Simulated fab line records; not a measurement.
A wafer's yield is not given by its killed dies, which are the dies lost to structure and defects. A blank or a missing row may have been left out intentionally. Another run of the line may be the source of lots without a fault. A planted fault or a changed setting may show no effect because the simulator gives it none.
Comparing a struck lot with a sound one :: flow berkeleyCmos170 :: 15 out of 331 route steps
Sound: the wafers L626.2, L626.3, L626.4. The struck wafers were L633.2, L633.3, L633.5. The cause is given at the end.
Order at every step that has rows: each side's tool, ch and its chambers, its first start. Under that, the readings that differ: sound wafers :: struck wafers :: difference of the means :: sigmas: that difference in standard deviations of wafers without a fault.
alike: a reading whose means differ by less than 2 such deviations, as well as words and numbers matching on both sides. not compared: withheld readings; readings where some wafer has no value; bounds like >300 that might hide an equal value; numbers whose values overlap and for which the record gives no deviation.
A row with sigmas, a row that says differs or no value, or rows on one side alone: a step with any of these is where the two part. Numbers that don't overlap but have no deviation are shown without sigmas and don't part them. Lack of a reading on every wafer of one side parts them only where that side has two or more wafers.

first, 6 steps without rows for these wafers: UCB170_M2_COAT_09; UCB170_M2_COAT_10 (resist thk 900 nm); UCB170_M2_SOFTBAKE_11 (time 60 s); UCB170_M2_EXPOSE_12 (exposes mask METAL2, target cd 700 nm); UCB170_M2_PEB_13; UCB170_M2_DEVELOP_14 (develop time 45 s).
UCB170_M2_CD_MEAS_15: the cd target is 700 nm.
  sound: cdSem-02 at day 9 17:09; struck: cdSem-01 at day 10 11:08
  alike: cdNm
UCB170_M2_OVL_MEAS_16:
  sound: overlay-01 at day 9 17:16; struck: overlay-01 at day 10 11:15
reading: M2_OVL (nm)
sound: 9 3 12
struck: 0 -1 -6
difference: -10
sigmas: -2
UCB170_M2_ETCH_17: etches BARC in N2/H2.
  sound on rieDiel-04 ch 0,1,2, day 9 17:17; struck on rieDiel-04 ch 1,3, day 10 11:17
  alike: drypumpMotorCurrentA, oesProductAu, throttleValvePct
UCB170_M2_METAL_ETCH_18: etches Al in Cl2/BCl3, stops on SiO2, target depth 1170 nm, time 195 s.
  sound on rieMetal-04 ch 0,1, day 9 17:20; struck on rieMetal-03 ch 0,1, day 10 11:19
reading: drypumpMotorCurrentA (A)
sound: 6.4 5.5 6.4
struck: 5.2 5.6 5.2
difference: -0.8
sigmas: -2
  alike: oesProductAu, throttleValvePct
  not compared: rfHoursCounterH
UCB170_M2_STRIP_19: strips in O2.
  sound on plasmaAsher-03 ch 0,1, day 9 17:31; struck on plasmaAsher-01 ch 0,1, day 10 11:31
  alike: drypumpMotorCurrentA, o2FlowSccm, oesProductAu
  not compared: rfHoursCounterH
UCB170_M2_CD_MEAS_90: the cd target is 700 nm.
  sound: cdSem-02 at day 9 17:38; struck: cdSem-01 at day 10 11:38
  alike: cdNm
UCB170_V2_CVD_00: deposits SiO2 from TEOS/O2, target thk 2000 nm, time 250 s.
  sound on pecvd-02 ch 0,2, day 9 17:44; struck on pecvd-02 ch 0,2, day 10 11:44
reading: model.SiO2_of_V2_CVD_00.thkNm (nm)
sound: 1977 2011 2008
struck: 1053 1060 1054
difference: -943
sigmas: 
  alike: heaterPowerW, pressureMtorr, susceptorTempC
UCB170_V2_THK_MEAS_01:
  sound: filmMetro-04 at day 9 17:59; struck: filmMetro-03 at day 10 12:07
reading: V2_TEOS_THK (nm)
sound: 1978 2011 2009
struck: 1053 1060 1053
difference: -944
sigmas: -39
  not compared: hold
UCB170_V2_CMP_02: polishes SiO2.
  sound on cmp-01 ch 0,1,3, day 9 18:05; struck on cmp-01 ch 1,2, day 10 13:47
reading: hold
sound: - - -
struck: awaitDispo/1.6h/release awaitDispo/1.6h/release awaitDispo/1.6h/release
difference: no value on the sound wafers
sigmas: 
  alike: motorCurrentA

WHERE THEY PART
Last at UCB170_V2_CMP_02 as far as this record goes, first at UCB170_M2_OVL_MEAS_16.

WHY: what the simulator had put in
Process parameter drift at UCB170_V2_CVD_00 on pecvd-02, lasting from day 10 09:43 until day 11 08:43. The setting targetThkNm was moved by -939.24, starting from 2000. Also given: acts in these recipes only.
